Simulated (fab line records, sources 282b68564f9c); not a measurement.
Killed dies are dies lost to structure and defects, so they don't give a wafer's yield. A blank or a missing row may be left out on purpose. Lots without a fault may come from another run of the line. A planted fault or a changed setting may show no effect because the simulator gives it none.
Which tool did it? | flow rit_cmos | 7 lots, 21 wafers sampled, at 3 steps of a route of 202

WHAT THE GAUGES READ, wafer by wafer
RIT_PWELL_TW_MEAS_10.
lot  | measured    | on            | PWELL_TW
L115 | day 2 20:14 | film_metro-04 | 955 958 955
L118 | day 3 11:09 | film_metro-04 | 955 955 953
L120 | day 3 22:32 | film_metro-03 | 958 958 953
L124 | day 4 17:50 | film_metro-04 | 961 962 964
L128 | day 5 16:53 | film_metro-04 | 925 929 932
L130 | day 6 01:00 | film_metro-04 | 957 954 959
L134 | day 6 19:56 | film_metro-03 | 958 956 954

WHICH TOOL RAN EACH LOT (tool, then ch and the chambers of the sampled wafers, then the start)
lot  | RIT_ACTIVE_ETCH_13                | RIT_PWELL_IMPLANT_08
L115 | rie_diel-03 ch 0,1,2, day 2 11:32 | implanter-04 ch 0, day 2 19:56
L118 | rie_diel-04 ch 0,1,3, day 3 01:50 | implanter-04 ch 0, day 3 10:50
L120 | rie_diel-03 ch 0,1,3, day 3 11:58 | implanter-01 ch 0, day 3 22:12
L124 | rie_diel-03 ch 0,1,2, day 4 07:50 | implanter-02 ch 0, day 4 17:31
L128 | rie_diel-01 ch 0,2, day 5 05:34   | implanter-02 ch 0, day 5 16:35
L130 | rie_diel-03 ch 0,1,2, day 5 14:21 | implanter-01 ch 0, day 6 00:41
L134 | rie_diel-01 ch 1,2, day 6 10:39   | implanter-04 ch 0, day 6 19:37
- RIT_ACTIVE_ETCH_13: etches Si3N4 in SF6, stops on SiO2, time 210 s, target depth 210 nm.
- RIT_PWELL_IMPLANT_08

THE ANSWER, worked out from the rows above alone
Rule: what is usual is taken from the lots themselves. Put in order of their means at a reading, lots are off if they are a third of the lots or fewer, leave a main group of 4 or more, and stand apart from it by a gap of 3 or more times the standard deviation of the main group's means; of several such gaps the widest counts. A main group whose means are all the same, to the digits that the tables above print for the reading, isn't used. A lot without any number at a reading at which 4 lots or more have one is off too. The other lots that the step has rows for count as sound.
Off: L128, at RIT_PWELL_TW_MEAS_10 (PWELL_TW). The main group: mean 957, standard deviation 2.5.
A tool fits if, at a process step before that reading, it ran every lot that is off, and no sound lot after the first of them. The gauges at RIT_PWELL_TW_MEAS_10 are tried like those tools. One fits: implanter-02 at RIT_PWELL_IMPLANT_08. Its last sound lot is L124 (day 4 17:31), its first lot that is off L128 (day 5 16:35): a fault that began between those two fits.

WHAT THE SIMULATOR HAD PUT IN
Process parameter drift: implanter-02, from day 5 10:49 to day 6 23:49, at RIT_PWELL_IMPLANT_08. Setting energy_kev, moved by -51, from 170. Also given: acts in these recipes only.
Lots struck among those shown: L128. The rule above found the same.
